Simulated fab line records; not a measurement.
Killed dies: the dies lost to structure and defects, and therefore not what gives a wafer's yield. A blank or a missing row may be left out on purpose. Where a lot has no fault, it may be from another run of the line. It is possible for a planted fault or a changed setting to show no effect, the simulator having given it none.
Problem report in the 8D (eight disciplines) form, filled by code -- flow berkeley-cmos170 -- the parts of the form that need people (team, actions taken, sign-off) are left out

== 1. WHAT IS WRONG ==
spin-speed-rpm at UCB170_M3_COAT_05 reads a mean of 1611.7 rpm on 9 wafers of 3 lots; wafers without a fault read 1500.1 rpm with a standard deviation of 0.99. So: +99 or more standard deviations from the usual mean.
The step: resist thk 900 nm.
The first sign was on wafer L401.2 at day 11 14:49, on litho-track-01. The record has a number at this step for 45 wafers belonging to 15 lots. Rule for "out", or "out of limits": more than 4 standard deviations from the usual mean. All remaining wafers that have a number are taken as sound.

== 2. WHAT IT IS; WHAT IT IS NOT ==
question,is,is not
which readings at this step,spin-speed-rpm,exhaust-pa
which lots,"L401, L404, L405","L388, L389, L390, L391, L392, L393, L395, L396, L397, L399, L409, L411"
which wafers of those lots,all that have a number,-
read on which tools,litho-track-01,"litho-track-02, litho-track-04"
when,from day 11 14:49,"up to then (30 sound wafers); but 6 sound wafers of L409, L411 came after"

== 3. SUSPECTS, AND WHAT RULES EACH OUT ==
Counting: any tool at a process step up to the reading is kept as a suspect provided that every lot that is out went through it and no sound lot did after the first of them.
- litho-track-01 at UCB170_M3_COAT_05 (resist thk 900 nm): kept. It ran every lot that is out, first L401 (day 11 14:49), and no sound lot after that; its last sound lot up to then is L391 (day 10 07:46). Its own spin-speed-rpm readings are out on those wafers.
The count leaves litho-track-01 at UCB170_M3_COAT_05.

== 4. THE CAUSE (what the simulator had put in) ==
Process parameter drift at UCB170_M3_COAT_05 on litho-track-01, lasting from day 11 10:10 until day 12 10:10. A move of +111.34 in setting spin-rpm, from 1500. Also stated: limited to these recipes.
The count eliminated every tool but this one.

== 5. THE EFFECT CHAIN, in route order ==
Each row: a reading where the mean over the struck wafers with a number is more than 3 standard deviations away from the usual. Readings are gone through only where the record gives a usual standard deviation; hours: the median, over the lots, of the time from a lot's start at the first step in this table giving one to that lot's start at this step; sigmas: the change measured in usual standard deviations.
hours,step,reading,usual,on struck wafers,change,sigmas
0,UCB170_M3_COAT_05,spin-speed-rpm,1500.1 rpm,1611.7,+111.6,+99 or more
0,UCB170_M3_STRIP_07,strip-time-to-endpoint-s,21.95 s,21.15,-0.80,-11
Its process steps:
- UCB170_M3_COAT_05: resist thk 900 nm.
- UCB170_M3_STRIP_07: strips in O2.
Later steps that measure or inspect, where all struck wafers having a row at the step show a number for every such reading and not one has moved that far: UCB170_M3_CD_MEAS_15, UCB170_M3_CD_MEAS_90.

== 6. WHAT WOULD HAVE CAUGHT IT SOONER ==
In this record the first reading out of limits was taken at day 11 14:49, 5 hours after the fault began at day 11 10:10.
